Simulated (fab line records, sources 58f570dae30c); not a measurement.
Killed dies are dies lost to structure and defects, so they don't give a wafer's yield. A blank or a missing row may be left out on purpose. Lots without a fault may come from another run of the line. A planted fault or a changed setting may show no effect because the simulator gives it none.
Chamber matching | flow berkeley_cmos170 | UCB170_PWELL_ETCH_14 on rie_diel-01: 4 sister chambers
The step etches Si3N4 in CH3F/Ar/O2, stops on SiO2, target depth 242 nm, time 151 s. 4 wafers are shown with their chamber, then 7 later ones without.

WAFERS WITH THEIR CHAMBER
wafer  | chamber | throttle_valve_pct (%)
L430.6 | 0       | 7.84
L432.3 | 2       | 7.97
L441.4 | 3       | 8.17
L441.5 | 1       | 8.10

WAFERS WITHOUT THEIR CHAMBER
wafer  | throttle_valve_pct (%)
L441.6 | 7.99
L453.2 | 7.84
L453.3 | 7.99
L453.5 | 7.82
L452.3 | 7.83
L452.5 | 8.00
L452.6 | 8.17

WHICH CHAMBER EACH WENT THROUGH
wafer  | from the rows above | in truth
L441.6 | 2                   | 2
L453.2 | 0                   | 0
L453.3 | 2                   | 2
L453.5 | 0                   | 0
L452.3 | 0                   | 0
L452.5 | 2                   | 2
L452.6 | 3                   | 3
Placed correctly: 7 of 7. Can't be placed from these rows: 0. Placed wrongly: 0.
How it was worked out, from the rows above alone: a wafer's distance from a chamber is the root of the sum, over the readings, of the square of ((its reading less the chamber's mean) divided by the reading's scatter). The wafer belongs to the nearest chamber; if the next one is less than 2 further off, it can't be placed. A chamber's mean is the mean of its shown wafers. The scatter: with one shown wafer a chamber, the root of the mean of the squares of how far each hidden wafer lies from its nearest shown one.
